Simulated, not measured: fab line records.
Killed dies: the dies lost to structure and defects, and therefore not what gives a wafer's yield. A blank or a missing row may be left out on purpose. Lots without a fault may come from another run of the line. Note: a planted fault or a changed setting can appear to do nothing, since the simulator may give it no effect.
Which of the tools did it? || flow berkeleyCmos170 || 42 wafers from 14 lots sampled at 6 of the route's 331 steps

== WHAT THE GAUGES READ, wafer by wafer ==
UCB170_SILICIDE_RS_MEAS_02: measures by four-point-probe. Usual: SILICIDE_TI_RS typically reads 27.5 ohm/sq, with standard deviation 0.39.
{"lot": "L331", "measured": "day 7 06:49", "on": "filmMetro-02", "SILICIDE_TI_RS (ohm/sq)": "27.5 27.4 27.6", "flag": ""}
{"lot": "L333", "measured": "day 7 09:01", "on": "filmMetro-01", "SILICIDE_TI_RS (ohm/sq)": "27.5 27.8 28.2", "flag": ""}
{"lot": "L334", "measured": "day 7 09:02", "on": "filmMetro-02", "SILICIDE_TI_RS (ohm/sq)": "28.1 27.7 27.6", "flag": ""}
{"lot": "L335", "measured": "day 7 09:11", "on": "filmMetro-04", "SILICIDE_TI_RS (ohm/sq)": "27.5 27.4 27.1", "flag": ""}
{"lot": "L338", "measured": "day 8 05:38", "on": "filmMetro-01", "SILICIDE_TI_RS (ohm/sq)": "28.4 27.7 27.8", "flag": ""}
{"lot": "L339", "measured": "day 8 18:24", "on": "filmMetro-01", "SILICIDE_TI_RS (ohm/sq)": "28.0 27.8 27.7", "flag": ""}
{"lot": "L340", "measured": "day 9 01:48", "on": "filmMetro-01", "SILICIDE_TI_RS (ohm/sq)": "27.4 27.2 27.6", "flag": ""}
{"lot": "L341", "measured": "day 9 05:34", "on": "filmMetro-01", "SILICIDE_TI_RS (ohm/sq)": "27.6 27.4 27.9", "flag": ""}
{"lot": "L343", "measured": "day 9 10:27", "on": "filmMetro-01", "SILICIDE_TI_RS (ohm/sq)": "27.4 27.0 27.3", "flag": ""}
{"lot": "L348", "measured": "day 10 02:54", "on": "filmMetro-02", "SILICIDE_TI_RS (ohm/sq)": "27.2 27.7 27.5", "flag": ""}
{"lot": "L351", "measured": "day 10 22:16", "on": "filmMetro-01", "SILICIDE_TI_RS (ohm/sq)": "39.1 38.8 39.4 39.5 39.3 39.9", "flag": "OFF"}
{"lot": "L350", "measured": "day 10 22:45", "on": "filmMetro-01", "SILICIDE_TI_RS (ohm/sq)": "27.4 27.7 27.5", "flag": ""}
{"lot": "L354", "measured": "day 11 02:16", "on": "filmMetro-01", "SILICIDE_TI_RS (ohm/sq)": "26.9 27.3 27.0", "flag": ""}
{"lot": "L353", "measured": "day 11 02:35", "on": "filmMetro-01", "SILICIDE_TI_RS (ohm/sq)": "37.6 38.0 37.6 38.0 38.4 38.1", "flag": "OFF"}

UCB170_SILICIDE_THK_MEAS_03: measures by xrf. Usual: SILICIDE_TI_THK typically reads 28.1 nm, with standard deviation 0.33.
{"lot": "L331", "measured": "day 7 06:56", "on": "filmMetro-02", "SILICIDE_TI_THK (nm)": "28.1 28.1 28.1", "flag": ""}
{"lot": "L333", "measured": "day 7 09:08", "on": "filmMetro-01", "SILICIDE_TI_THK (nm)": "28.1 27.9 27.6", "flag": ""}
{"lot": "L334", "measured": "day 7 09:09", "on": "filmMetro-02", "SILICIDE_TI_THK (nm)": "27.6 28.1 28.0", "flag": ""}
{"lot": "L335", "measured": "day 7 09:17", "on": "filmMetro-04", "SILICIDE_TI_THK (nm)": "28.1 28.3 28.5", "flag": ""}
{"lot": "L338", "measured": "day 8 05:45", "on": "filmMetro-01", "SILICIDE_TI_THK (nm)": "27.4 28.0 27.8", "flag": ""}
{"lot": "L339", "measured": "day 8 18:31", "on": "filmMetro-01", "SILICIDE_TI_THK (nm)": "27.6 28.0 28.0", "flag": ""}
{"lot": "L340", "measured": "day 9 01:54", "on": "filmMetro-01", "SILICIDE_TI_THK (nm)": "28.3 28.4 28.1", "flag": ""}
{"lot": "L341", "measured": "day 9 05:40", "on": "filmMetro-01", "SILICIDE_TI_THK (nm)": "28.2 28.2 27.9", "flag": ""}
{"lot": "L343", "measured": "day 9 10:34", "on": "filmMetro-01", "SILICIDE_TI_THK (nm)": "28.2 28.5 28.3", "flag": ""}
{"lot": "L348", "measured": "day 10 03:01", "on": "filmMetro-02", "SILICIDE_TI_THK (nm)": "28.5 28.1 28.3", "flag": ""}
{"lot": "L351", "measured": "day 10 23:42", "on": "filmMetro-01", "SILICIDE_TI_THK (nm)": "20.8 21.1 20.8 20.9 21.0 20.7", "flag": "OFF"}
{"lot": "L350", "measured": "day 10 22:52", "on": "filmMetro-01", "SILICIDE_TI_THK (nm)": "28.2 27.9 28.1", "flag": ""}
{"lot": "L354", "measured": "day 11 02:23", "on": "filmMetro-01", "SILICIDE_TI_THK (nm)": "28.6 28.3 28.5", "flag": ""}
{"lot": "L353", "measured": "day 11 05:42", "on": "filmMetro-01", "SILICIDE_TI_THK (nm)": "21.6 21.4 21.5 21.6 21.4 21.6", "flag": "OFF"}

UCB170_CONTACT_CD_MEAS_15: the cd target is 700 nm. Usual: cdNm reads 699.6 nm (standard deviation 1.6).
{"lot": "L331", "measured": "day 7 13:00", "on": "cdSem-01", "cdNm (nm)": "700.1 699.8 701.3", "flag": ""}
{"lot": "L333", "measured": "day 7 13:46", "on": "cdSem-02", "cdNm (nm)": "699.5 699.5 698.0", "flag": ""}
{"lot": "L334", "measured": "day 7 13:58", "on": "cdSem-02", "cdNm (nm)": "696.8 697.5 697.5", "flag": ""}
{"lot": "L335", "measured": "day 7 14:19", "on": "cdSem-01", "cdNm (nm)": "699.4 698.9 698.2", "flag": ""}
{"lot": "L338", "measured": "day 8 09:55", "on": "cdSem-01", "cdNm (nm)": "699.6 700.0 698.8", "flag": ""}
{"lot": "L339", "measured": "day 9 00:43", "on": "cdSem-02", "cdNm (nm)": "698.3 698.8 699.6", "flag": ""}
{"lot": "L340", "measured": "day 9 05:52", "on": "cdSem-01", "cdNm (nm)": "702.2 702.6 701.8", "flag": ""}
{"lot": "L341", "measured": "day 9 09:42", "on": "cdSem-01", "cdNm (nm)": "703.3 702.6 702.3", "flag": ""}
{"lot": "L343", "measured": "day 9 18:26", "on": "cdSem-01", "cdNm (nm)": "699.3 698.1 698.4", "flag": ""}
{"lot": "L348", "measured": "day 10 08:17", "on": "cdSem-02", "cdNm (nm)": "694.8 695.3 695.3", "flag": ""}
{"lot": "L351", "measured": "day 11 08:38", "on": "cdSem-02", "cdNm (nm)": "700.1 701.9 700.4", "flag": ""}
{"lot": "L350", "measured": "day 11 03:31", "on": "cdSem-02", "cdNm (nm)": "700.6 702.3 699.9", "flag": ""}
{"lot": "L354", "measured": "day 11 06:16", "on": "cdSem-01", "cdNm (nm)": "701.0 700.7 699.9", "flag": ""}
{"lot": "L353", "measured": "day 11 15:28", "on": "cdSem-02", "cdNm (nm)": "699.9 699.6 698.4", "flag": ""}

UCB170_CONTACT_CD_MEAS_90: the cd target is 700 nm. Usual: cdNm reads 699.3 nm (standard deviation 1.8).
{"lot": "L331", "measured": "day 7 13:25", "on": "cdSem-01", "cdNm (nm)": "700.8 700.7 702.7", "flag": ""}
{"lot": "L333", "measured": "day 7 14:11", "on": "cdSem-02", "cdNm (nm)": "699.0 698.0 697.1", "flag": ""}
{"lot": "L334", "measured": "day 7 14:23", "on": "cdSem-02", "cdNm (nm)": "696.2 697.2 696.6", "flag": ""}
{"lot": "L335", "measured": "day 7 14:44", "on": "cdSem-01", "cdNm (nm)": "699.5 700.2 698.7", "flag": ""}
{"lot": "L338", "measured": "day 8 10:21", "on": "cdSem-02", "cdNm (nm)": "698.1 700.3 699.0", "flag": ""}
{"lot": "L339", "measured": "day 9 01:08", "on": "cdSem-01", "cdNm (nm)": "698.5 698.5 698.3", "flag": ""}
{"lot": "L340", "measured": "day 9 06:18", "on": "cdSem-02", "cdNm (nm)": "700.6 701.5 701.9", "flag": ""}
{"lot": "L341", "measured": "day 9 10:08", "on": "cdSem-02", "cdNm (nm)": "702.6 702.0 702.6", "flag": ""}
{"lot": "L343", "measured": "day 9 18:51", "on": "cdSem-02", "cdNm (nm)": "699.1 697.2 699.2", "flag": ""}
{"lot": "L348", "measured": "day 10 08:42", "on": "cdSem-02", "cdNm (nm)": "695.0 694.5 694.5", "flag": ""}
{"lot": "L351", "measured": "day 11 09:04", "on": "cdSem-01", "cdNm (nm)": "699.8 701.4 699.3", "flag": ""}
{"lot": "L350", "measured": "day 11 03:56", "on": "cdSem-02", "cdNm (nm)": "700.3 702.2 700.5", "flag": ""}
{"lot": "L354", "measured": "day 11 06:41", "on": "cdSem-02", "cdNm (nm)": "700.6 702.6 699.4", "flag": ""}
{"lot": "L353", "measured": "day 11 15:53", "on": "cdSem-01", "cdNm (nm)": "698.3 698.5 700.7", "flag": ""}

== TOOL THAT RAN EACH LOT (tool first, then ch and the chambers of the sampled wafers, then the start) ==
{"lot": "L331", "UCB170_BACKSIDE_STRIP_03": "plasmaAsher-03 ch 0,1, day 7 05:40", "UCB170_SILICIDE_SPUTTER_01": "pvdSputter-01, day 7 06:47"}
{"lot": "L333", "UCB170_BACKSIDE_STRIP_03": "plasmaAsher-01 ch 1, day 7 06:07", "UCB170_SILICIDE_SPUTTER_01": "pvdSputter-04, day 7 08:59"}
{"lot": "L334", "UCB170_BACKSIDE_STRIP_03": "plasmaAsher-04 ch 0,1, day 7 06:16", "UCB170_SILICIDE_SPUTTER_01": "pvdSputter-02, day 7 08:59"}
{"lot": "L335", "UCB170_BACKSIDE_STRIP_03": "plasmaAsher-03 ch 0,1, day 7 06:25", "UCB170_SILICIDE_SPUTTER_01": "pvdSputter-01, day 7 09:07"}
{"lot": "L338", "UCB170_BACKSIDE_STRIP_03": "plasmaAsher-01 ch 0,1, day 8 04:38", "UCB170_SILICIDE_SPUTTER_01": "pvdSputter-01, day 8 05:36"}
{"lot": "L339", "UCB170_BACKSIDE_STRIP_03": "plasmaAsher-01 ch 0,1, day 8 17:25", "UCB170_SILICIDE_SPUTTER_01": "pvdSputter-04, day 8 18:22"}
{"lot": "L340", "UCB170_BACKSIDE_STRIP_03": "plasmaAsher-01 ch 0,1, day 9 00:35", "UCB170_SILICIDE_SPUTTER_01": "pvdSputter-02, day 9 01:44"}
{"lot": "L341", "UCB170_BACKSIDE_STRIP_03": "plasmaAsher-01 ch 0,1, day 9 04:25", "UCB170_SILICIDE_SPUTTER_01": "pvdSputter-04, day 9 05:31"}
{"lot": "L343", "UCB170_BACKSIDE_STRIP_03": "plasmaAsher-04 ch 0,1, day 9 09:27", "UCB170_SILICIDE_SPUTTER_01": "pvdSputter-01, day 9 10:25"}
{"lot": "L348", "UCB170_BACKSIDE_STRIP_03": "plasmaAsher-01 ch 0,1, day 10 01:52", "UCB170_SILICIDE_SPUTTER_01": "pvdSputter-02, day 10 02:50"}
{"lot": "L351", "UCB170_BACKSIDE_STRIP_03": "plasmaAsher-03 ch 0,1, day 10 21:17", "UCB170_SILICIDE_SPUTTER_01": "pvdSputter-02, day 10 22:14"}
{"lot": "L350", "UCB170_BACKSIDE_STRIP_03": "plasmaAsher-04 ch 0,1, day 10 21:38", "UCB170_SILICIDE_SPUTTER_01": "pvdSputter-04, day 10 22:43"}
{"lot": "L354", "UCB170_BACKSIDE_STRIP_03": "plasmaAsher-01 ch 0,1, day 11 01:10", "UCB170_SILICIDE_SPUTTER_01": "pvdSputter-01, day 11 02:14"}
{"lot": "L353", "UCB170_BACKSIDE_STRIP_03": "plasmaAsher-01 ch 0,1, day 11 01:37", "UCB170_SILICIDE_SPUTTER_01": "pvdSputter-02, day 11 02:34"}
- UCB170_BACKSIDE_STRIP_03: strips in O2.
- UCB170_SILICIDE_SPUTTER_01: material Ti, target thk 30 nm, time 23.83 s.

== WHAT THE TOOLS THEMSELVES READ (means of the sampled wafers that have a number; where no wafer has one, the mark that the record gives instead) ==
UCB170_BACKSIDE_STRIP_03. Usual: drypumpMotorCurrentA 5.7 A, standard deviation 0.51; oesProductAu 0.734 a.u., standard deviation 0.0045; stripTimeToEndpointS 21.94 s, standard deviation 0.079.
{"lot": "L331", "tool": "plasmaAsher-03", "drypumpMotorCurrentA (A)": 5.9, "oesProductAu (a.u.)": 0.735, "stripTimeToEndpointS (s)": 21.92, "flag": ""}
{"lot": "L333", "tool": "plasmaAsher-01", "drypumpMotorCurrentA (A)": 6.3, "oesProductAu (a.u.)": 0.734, "stripTimeToEndpointS (s)": 21.83, "flag": ""}
{"lot": "L334", "tool": "plasmaAsher-04", "drypumpMotorCurrentA (A)": 5.6, "oesProductAu (a.u.)": 0.733, "stripTimeToEndpointS (s)": 21.96, "flag": ""}
{"lot": "L335", "tool": "plasmaAsher-03", "drypumpMotorCurrentA (A)": 6.1, "oesProductAu (a.u.)": 0.737, "stripTimeToEndpointS (s)": 21.92, "flag": ""}
{"lot": "L338", "tool": "plasmaAsher-01", "drypumpMotorCurrentA (A)": 5.9, "oesProductAu (a.u.)": 0.734, "stripTimeToEndpointS (s)": 22.04, "flag": ""}
{"lot": "L339", "tool": "plasmaAsher-01", "drypumpMotorCurrentA (A)": 5.5, "oesProductAu (a.u.)": 0.734, "stripTimeToEndpointS (s)": 21.86, "flag": ""}
{"lot": "L340", "tool": "plasmaAsher-01", "drypumpMotorCurrentA (A)": 5.8, "oesProductAu (a.u.)": 0.732, "stripTimeToEndpointS (s)": 21.96, "flag": ""}
{"lot": "L341", "tool": "plasmaAsher-01", "drypumpMotorCurrentA (A)": 5.4, "oesProductAu (a.u.)": 0.731, "stripTimeToEndpointS (s)": 22.02, "flag": ""}
{"lot": "L343", "tool": "plasmaAsher-04", "drypumpMotorCurrentA (A)": 5.6, "oesProductAu (a.u.)": 0.736, "stripTimeToEndpointS (s)": 21.98, "flag": ""}
{"lot": "L348", "tool": "plasmaAsher-01", "drypumpMotorCurrentA (A)": 5.8, "oesProductAu (a.u.)": 0.732, "stripTimeToEndpointS (s)": 21.91, "flag": ""}
{"lot": "L351", "tool": "plasmaAsher-03", "drypumpMotorCurrentA (A)": 6.0, "oesProductAu (a.u.)": 0.738, "stripTimeToEndpointS (s)": 21.96, "flag": ""}
{"lot": "L350", "tool": "plasmaAsher-04", "drypumpMotorCurrentA (A)": 5.4, "oesProductAu (a.u.)": 0.731, "stripTimeToEndpointS (s)": 21.88, "flag": ""}
{"lot": "L354", "tool": "plasmaAsher-01", "drypumpMotorCurrentA (A)": 5.4, "oesProductAu (a.u.)": 0.739, "stripTimeToEndpointS (s)": 21.91, "flag": ""}
{"lot": "L353", "tool": "plasmaAsher-01", "drypumpMotorCurrentA (A)": 5.4, "oesProductAu (a.u.)": 0.731, "stripTimeToEndpointS (s)": 21.97, "flag": ""}

UCB170_SILICIDE_SPUTTER_01. Usual: throttleValvePct reads 29.7 % (standard deviation 1.2).
{"lot": "L331", "tool": "pvdSputter-01", "throttleValvePct (%)": 30.4, "flag": ""}
{"lot": "L333", "tool": "pvdSputter-04", "throttleValvePct (%)": 28.9, "flag": ""}
{"lot": "L334", "tool": "pvdSputter-02", "throttleValvePct (%)": 30.3, "flag": ""}
{"lot": "L335", "tool": "pvdSputter-01", "throttleValvePct (%)": 30.6, "flag": ""}
{"lot": "L338", "tool": "pvdSputter-01", "throttleValvePct (%)": 28.4, "flag": ""}
{"lot": "L339", "tool": "pvdSputter-04", "throttleValvePct (%)": 29.2, "flag": ""}
{"lot": "L340", "tool": "pvdSputter-02", "throttleValvePct (%)": 30.2, "flag": ""}
{"lot": "L341", "tool": "pvdSputter-04", "throttleValvePct (%)": 29.1, "flag": ""}
{"lot": "L343", "tool": "pvdSputter-01", "throttleValvePct (%)": 30.7, "flag": ""}
{"lot": "L348", "tool": "pvdSputter-02", "throttleValvePct (%)": 31.1, "flag": ""}
{"lot": "L351", "tool": "pvdSputter-02", "throttleValvePct (%)": 30.2, "flag": ""}
{"lot": "L350", "tool": "pvdSputter-04", "throttleValvePct (%)": 29.1, "flag": ""}
{"lot": "L354", "tool": "pvdSputter-01", "throttleValvePct (%)": 29.5, "flag": ""}
{"lot": "L353", "tool": "pvdSputter-02", "throttleValvePct (%)": 29.8, "flag": ""}

== THE ANSWER, worked out from the rows above alone ==
Rule: a lot is off if the mean of its wafers that have a number lies more than 3 standard deviations from the usual mean. A lot without any number at a reading at which 4 lots or more have one is off too. The other lots that the step has rows for count as sound. Order of review: gauges by route order, followed by the tools' own readings, for which a lot's mean as printed above is used. At the first step where some lot is off, the reading lying furthest off is the one used; lots without a number count as furthest.
Off: L351, L353, seen at UCB170_SILICIDE_RS_MEAS_02 (SILICIDE_TI_RS).
A tool fits if, at a process step before that reading, it ran every lot that is off, and no sound lot after the first of them. Gauges at UCB170_SILICIDE_RS_MEAS_02: tried the same way as those tools. One fits: pvdSputter-02 at UCB170_SILICIDE_SPUTTER_01. Its last sound lot is L348 (day 10 02:50), its first lot that is off L351 (day 10 22:14): a fault that began between those two fits.

== WHAT THE SIMULATOR HAD INSERTED ==
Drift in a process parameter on pvdSputter-02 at UCB170_SILICIDE_SPUTTER_01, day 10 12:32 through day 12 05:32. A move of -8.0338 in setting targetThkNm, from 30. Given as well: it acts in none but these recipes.
Shown lots that were struck: L351, L353. The rule above found the same.
